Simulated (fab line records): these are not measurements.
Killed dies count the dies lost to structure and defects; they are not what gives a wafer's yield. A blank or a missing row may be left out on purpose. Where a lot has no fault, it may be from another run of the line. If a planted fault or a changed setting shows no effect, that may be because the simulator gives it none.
Which tool was responsible? + flow berkeley_cmos170 + Sampling: 13 lots, 39 wafers, 2 of 331 route steps

WHAT THE GAUGES READ, wafer by wafer
UCB170_ACTIVE_CD_MEAS_13: target cd 1200 nm. Usual: cd_nm reads 1199.7 nm (standard deviation 1.1).
| lot  | measured    | on        | cd_nm (nm)                                | flag |
|------|-------------|-----------|-------------------------------------------|------|
| L520 | day 4 02:13 | cd_sem-01 | 1201.1 1200.5 1200.7                      |      |
| L522 | day 5 00:32 | cd_sem-02 | 1198.3 1197.8 1200.1                      |      |
| L525 | day 5 13:38 | cd_sem-01 | 1200.9 1201.1 1200.5                      |      |
| L524 | day 5 14:06 | cd_sem-02 | 1200.2 1201.1 1200.5                      |      |
| L527 | day 5 18:42 | cd_sem-01 | 1198.7 1198.4 1199.2                      |      |
| L526 | day 5 18:56 | cd_sem-02 | 1198.9 1199.3 1199.2                      |      |
| L530 | day 6 03:26 | cd_sem-01 | 1200.1 1198.3 1200.5                      |      |
| L529 | day 6 03:40 | cd_sem-01 | 1199.0 1200.1 1200.0                      |      |
| L531 | day 6 15:56 | cd_sem-01 | 1200.9 1199.6 1200.7                      |      |
| L535 | day 7 08:46 | cd_sem-02 | 1198.6 1199.1 1199.0                      |      |
| L537 | day 8 02:47 | cd_sem-02 | 1195.1 1194.4 1196.5 1194.6 1194.6 1196.6 | OFF  |
| L538 | day 8 02:57 | cd_sem-01 | 1199.1 1199.5 1199.1                      |      |
| L540 | day 8 03:07 | cd_sem-02 | 1199.9 1200.2 1200.9                      |      |

EACH LOT AND THE TOOL THAT RAN IT (in order: tool; ch and the chambers of the sampled wafers; start)
| lot  | UCB170_ACTIVE_EXPOSE_10          |
|------|----------------------------------|
| L520 | krf_scanner-02 ch 0, day 4 01:41 |
| L522 | krf_scanner-01 ch 0, day 5 00:08 |
| L525 | krf_scanner-01 ch 0, day 5 13:15 |
| L524 | krf_scanner-02 ch 0, day 5 13:31 |
| L527 | krf_scanner-01 ch 0, day 5 18:19 |
| L526 | krf_scanner-02 ch 0, day 5 18:32 |
| L530 | krf_scanner-02 ch 0, day 6 03:02 |
| L529 | krf_scanner-01 ch 0, day 6 03:17 |
| L531 | krf_scanner-01 ch 0, day 6 15:32 |
| L535 | krf_scanner-01 ch 0, day 7 08:22 |
| L537 | krf_scanner-02 ch 0, day 8 02:19 |
| L538 | krf_scanner-01 ch 0, day 8 02:34 |
| L540 | krf_scanner-01 ch 0, day 8 02:43 |
- UCB170_ACTIVE_EXPOSE_10: exposes mask ACTIVE, target cd 1200 nm.

WHAT THE TOOLS THEMSELVES READ (means of the sampled wafers that have a number; where no wafer has one, the mark that the record gives instead)
UCB170_ACTIVE_EXPOSE_10. Usual: exposure_dose_mJ_cm2 reads 20.004 (standard deviation 0.02).
| lot  | tool           | exposure_dose_mJ_cm2 | flag |
|------|----------------|----------------------|------|
| L520 | krf_scanner-02 | 19.970               |      |
| L522 | krf_scanner-01 | 19.994               |      |
| L525 | krf_scanner-01 | 20.022               |      |
| L524 | krf_scanner-02 | 20.015               |      |
| L527 | krf_scanner-01 | 19.993               |      |
| L526 | krf_scanner-02 | 20.010               |      |
| L530 | krf_scanner-02 | 20.010               |      |
| L529 | krf_scanner-01 | 20.030               |      |
| L531 | krf_scanner-01 | 19.977               |      |
| L535 | krf_scanner-01 | 19.992               |      |
| L537 | krf_scanner-02 | 19.874               | OFF  |
| L538 | krf_scanner-01 | 20.015               |      |
| L540 | krf_scanner-01 | 19.979               |      |

THE ANSWER, worked out from the rows above alone
Rule: lot off if the mean of its wafers having a number is beyond 3 standard deviations from the usual mean. A lot without any number at a reading at which 4 lots or more have one is off too. Any other lot the step has rows for is counted as sound. First the gauges in route order, then the tools' own readings, where a lot's mean is used as printed above. At the first step where some lot is off, the reading lying furthest off is the one used; lots without a number count as furthest.
Off at UCB170_ACTIVE_CD_MEAS_13 (cd_nm): L537.
A tool fits if, at a process step before that reading, it ran every lot that is off, and no sound lot after the first of them. The gauges at UCB170_ACTIVE_CD_MEAS_13 aren't tried: what is off there is off at UCB170_ACTIVE_EXPOSE_10 too, on other tools, and a gauge's error can't cause that. One fits: UCB170_ACTIVE_EXPOSE_10 on krf_scanner-02. Its last sound lot is L530 (day 6 03:02), its first lot that is off L537 (day 8 02:19): a fault that began between those two fits.
On the lots that are off, the tool's own readings at UCB170_ACTIVE_EXPOSE_10 differ by more than 5 times the standard deviation of the sound lots' means, which bears it out; exposure_dose_mJ_cm2 reads 19.874 there versus 20.001 on the sound lots.

WHAT THE SIMULATOR PUT IN
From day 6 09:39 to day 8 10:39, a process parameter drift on krf_scanner-02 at UCB170_ACTIVE_EXPOSE_10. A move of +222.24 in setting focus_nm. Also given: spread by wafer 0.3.
Shown lots that were struck: L537. The rule given above showed the same thing.
